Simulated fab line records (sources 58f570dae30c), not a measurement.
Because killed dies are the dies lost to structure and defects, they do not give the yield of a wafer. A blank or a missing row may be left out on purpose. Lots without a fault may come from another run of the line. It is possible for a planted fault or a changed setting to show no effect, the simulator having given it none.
The tool behind it: which one?	flow berkeley_cmos170	at 1 step of a route of 331, 6 lots with 18 wafers sampled

WHAT THE GAUGES READ, wafer by wafer
UCB170_ACTIVE_THK_MEAS_06.
lot	measured	on	ACTIVE_NITRIDE_THK (nm)
L454	day 4 23:05	film_metro-03	220.6 220.8 221.0
L457	day 5 21:18	film_metro-03	223.7 221.4 221.8
L461	day 6 05:17	film_metro-01	223.1 222.5 221.4
L463	day 7 01:08	film_metro-01	217.5 219.4 219.4
L466	day 7 23:57	film_metro-01	220.5 220.9 220.0
L470	day 8 08:31	film_metro-03	223.4 221.5 222.1

TOOL THAT RAN EACH LOT (tool first, then ch and the chambers of the sampled wafers, then the start)
No process step before these readings appears in the record.

THE ANSWER, worked out from the rows above alone
Rule: usual is defined by the lots themselves. Put in order of their means at a reading, lots are off if they are a third of the lots or fewer, leave a main group of 4 or more, and stand apart from it by a gap of 3 or more times the standard deviation of the main group's means; of several such gaps the widest counts. The tables above print the reading to a certain number of digits; a main group whose means all agree to those digits is not used. A lot without any number at a reading at which 4 lots or more have one is off too. The other lots that the step has rows for count as sound.
Nothing can be told from this: no lot is off at any reading shown.

WHAT THE SIMULATOR PUT IN
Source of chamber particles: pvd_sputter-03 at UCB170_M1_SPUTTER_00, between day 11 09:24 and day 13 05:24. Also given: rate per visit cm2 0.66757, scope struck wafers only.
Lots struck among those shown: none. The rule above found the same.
